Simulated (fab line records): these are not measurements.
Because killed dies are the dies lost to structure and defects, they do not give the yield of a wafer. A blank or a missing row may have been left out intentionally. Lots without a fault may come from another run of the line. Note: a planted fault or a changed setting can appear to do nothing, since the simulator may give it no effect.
The tool behind it: which one? | flow ritCmos | 42 wafers sampled from 14 lots at 1 step of a route of 202

== WHAT EACH GAUGE READ, for each wafer ==
The record holds no reading of a measuring or inspecting step that can be judged against a usual standard deviation.

== WHICH TOOL RAN EACH LOT (tool, then ch and the chambers of the sampled wafers, then the start) ==
lot  | RIT_SPACER_ETCHBACK_05
L245 | rieDiel-04 ch 0,1,2, day 3 06:29
L246 | rieDiel-03 ch 0,2, day 3 12:31
L247 | rieDiel-04 ch 0,2,3, day 3 18:27
L248 | rieDiel-04 ch 1,2, day 3 23:41
L249 | rieDiel-04 ch 1,2,3, day 4 09:35
L250 | rieDiel-01 ch 0,2,3, day 4 14:50
L258 | rieDiel-01 ch 0,2, day 6 01:05
L259 | rieDiel-04 ch 0,2,3, day 6 02:33
L260 | rieDiel-04 ch 0,2, day 6 07:23
L261 | rieDiel-01 ch 1,2,3, day 6 11:11
L263 | rieDiel-01 ch 0,2,3, day 7 01:40
L264 | rieDiel-03 ch 0,1,3, day 7 03:10
L267 | rieDiel-03 ch 0,2,3, day 7 18:52
L268 | rieDiel-01 ch 0,3, day 8 00:30
- RIT_SPACER_ETCHBACK_05: etches Si3N4 in SF6/CHF3, stops on SiO2, target depth 250 nm, time 240 s.

== AS READ BY THE TOOLS THEMSELVES (means over the sampled wafers that have a number; for cases with no such wafer, the mark the record gives instead) ==
RIT_SPACER_ETCHBACK_05. Usual: drypumpMotorCurrentA 5.6 A, standard deviation 0.41; oesProductAu 0.849 a.u., standard deviation 0.014; rfFwdPowerW 249.2 W, standard deviation 0.81; throttleValvePct 10.19 %, standard deviation 0.15.
lot  | tool       | drypumpMotorCurrentA (A) | oesProductAu (a.u.) | rfFwdPowerW (W) | throttleValvePct (%) | flag
L245 | rieDiel-04 | 5.5                      | 0.846               | 249.5           | 10.15                | 
L246 | rieDiel-03 | 5.9                      | 0.849               | 248.7           | 10.24                | 
L247 | rieDiel-04 | 5.7                      | 0.846               | 249.0           | 10.18                | 
L248 | rieDiel-04 | 5.5                      | 0.855               | 249.4           | 10.18                | 
L249 | rieDiel-04 | 5.6                      | 0.848               | 249.2           | 10.09                | 
L250 | rieDiel-01 | 5.5                      | 0.876               | 249.6           | 10.27                | 
L258 | rieDiel-01 | 5.5                      | 0.847               | 248.6           | 10.23                | 
L259 | rieDiel-04 | 5.7                      | 0.836               | 374.6           | 10.17                | OFF
L260 | rieDiel-04 | 5.6                      | 0.827               | 374.3           | 10.23                | OFF
L261 | rieDiel-01 | 5.3                      | 0.862               | 249.8           | 10.29                | 
L263 | rieDiel-01 | 5.6                      | 0.869               | 248.5           | 10.27                | 
L264 | rieDiel-03 | 5.5                      | 0.841               | 249.2           | 10.26                | 
L267 | rieDiel-03 | 5.6                      | 0.836               | 249.4           | 10.27                | 
L268 | rieDiel-01 | 5.9                      | 0.849               | 250.1           | 10.30                | 

== THE ANSWER, worked out from the rows above alone ==
Rule: lot off if the mean of its wafers having a number is beyond 3 standard deviations from the usual mean. Also off: a lot with no number at a reading for which 4 or more lots have one. Any other lot the step has rows for is counted as sound. The gauges are gone through in route order, then the tools' own readings, and for those a lot's mean is taken as printed above. At the first step where some lot is off, the reading lying furthest off is the one used; lots without a number count as furthest.
Off at RIT_SPACER_ETCHBACK_05 (rfFwdPowerW): L259, L260.
If a tool, at that step or one of the process steps before it, ran each lot that is off and ran no sound lot following the first of them, it fits. One fits: rieDiel-04 at RIT_SPACER_ETCHBACK_05. A fault onset in the window from L249 (day 4 09:35, its last sound lot) to L259 (day 6 02:33, its first lot off) fits.
On the lots that are off, the tool's own readings at RIT_SPACER_ETCHBACK_05 differ by more than 5 times the standard deviation of the sound lots' means, which bears it out; rfFwdPowerW reads 374.5 W there versus 249.2 W on the sound lots.

== WHAT WAS PUT IN BY THE SIMULATOR ==
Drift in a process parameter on rieDiel-04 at RIT_SPACER_ETCHBACK_05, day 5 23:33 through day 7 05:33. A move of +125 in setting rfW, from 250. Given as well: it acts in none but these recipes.
Lots struck among those shown: L259, L260. The same result came from the rule above.
